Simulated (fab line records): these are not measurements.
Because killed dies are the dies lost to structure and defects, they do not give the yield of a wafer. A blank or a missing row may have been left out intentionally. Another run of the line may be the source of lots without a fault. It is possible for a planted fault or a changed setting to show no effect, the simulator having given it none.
Which tool was responsible? | flow ritCmos | at 1 step of a route of 202, 15 lots with 45 wafers sampled

## WHAT THE GAUGES READ, wafer by wafer
The record lacks any reading of a measuring or inspecting step that a usual standard deviation could be used to judge.

## TOOL THAT RAN EACH LOT (tool first, then ch and the chambers of the sampled wafers, then the start)
lot  | RIT_FOX1_WET_ETCH_02
L556 | wetBench-04 ch 1, day 1 22:14
L557 | wetBench-04 ch 2, day 2 03:50
L558 | wetBench-02 ch 1, day 2 09:17
L559 | wetBench-02 ch 3, day 2 13:17
L561 | wetBench-01 ch 2, day 2 23:00
L562 | wetBench-04 ch 1, day 3 04:21
L563 | wetBench-01 ch 3, day 3 10:01
L564 | wetBench-02 ch 1, day 3 14:44
L565 | wetBench-04 ch 0, day 3 18:53
L566 | wetBench-04 ch 3, day 3 23:54
L568 | wetBench-04 ch 3, day 4 10:16
L569 | wetBench-02 ch 1, day 4 15:16
L570 | wetBench-04 ch 3, day 4 20:26
L571 | wetBench-04 ch 2, day 5 01:27
L572 | wetBench-02 ch 2, day 5 07:26
- RIT_FOX1_WET_ETCH_02: etches SiO2 in BOE, target depth 350 nm, time 390 s.

## AS READ BY THE TOOLS THEMSELVES (means over the sampled wafers that have a number; for cases with no such wafer, the mark the record gives instead)
RIT_FOX1_WET_ETCH_02. Usual: bathHeatDutyPct 1.7 %, standard deviation 0.36; runLengthS 418 s, standard deviation 3.9.
lot  | tool        | bathHeatDutyPct (%) | runLengthS (s) | flag
L556 | wetBench-04 | 2.1                 | 415            | 
L557 | wetBench-04 | 1.8                 | 421            | 
L558 | wetBench-02 | 1.6                 | 415            | 
L559 | wetBench-02 | 1.9                 | 415            | 
L561 | wetBench-01 | 1.9                 | 418            | 
L562 | wetBench-04 | 2.0                 | 416            | 
L563 | wetBench-01 | 1.3                 | 425            | 
L564 | wetBench-02 | 1.7                 | 422            | 
L565 | wetBench-04 | 1.7                 | 417            | 
L566 | wetBench-04 | 1.7                 | 426            | 
L568 | wetBench-04 | 1.7                 | 418            | 
L569 | wetBench-02 | 1.7                 | 414            | 
L570 | wetBench-04 | -                   | -              | OFF
L571 | wetBench-04 | -                   | -              | OFF
L572 | wetBench-02 | -                   | -              | OFF

## THE ANSWER, worked out from the rows above alone
Rule: a lot is off if the mean of its wafers that have a number lies more than 3 standard deviations from the usual mean. Also off: a lot with no number at a reading for which 4 or more lots have one. Any other lot the step has rows for is counted as sound. The gauges are gone through in route order, then the tools' own readings, and for those a lot's mean is taken as printed above. The first step at which some lot is off is used, and at that step the reading that is off furthest; a lot without a number counts as furthest.
Off: L570, L571, L572 (RIT_FOX1_WET_ETCH_02, bathHeatDutyPct). Without a number there: L570, L571, L572.
A tool fits if, at that step or a process step before it, it ran every lot that is off, and no sound lot after the first of them. None of those tried fits.

## WHAT THE SIMULATOR PUT IN
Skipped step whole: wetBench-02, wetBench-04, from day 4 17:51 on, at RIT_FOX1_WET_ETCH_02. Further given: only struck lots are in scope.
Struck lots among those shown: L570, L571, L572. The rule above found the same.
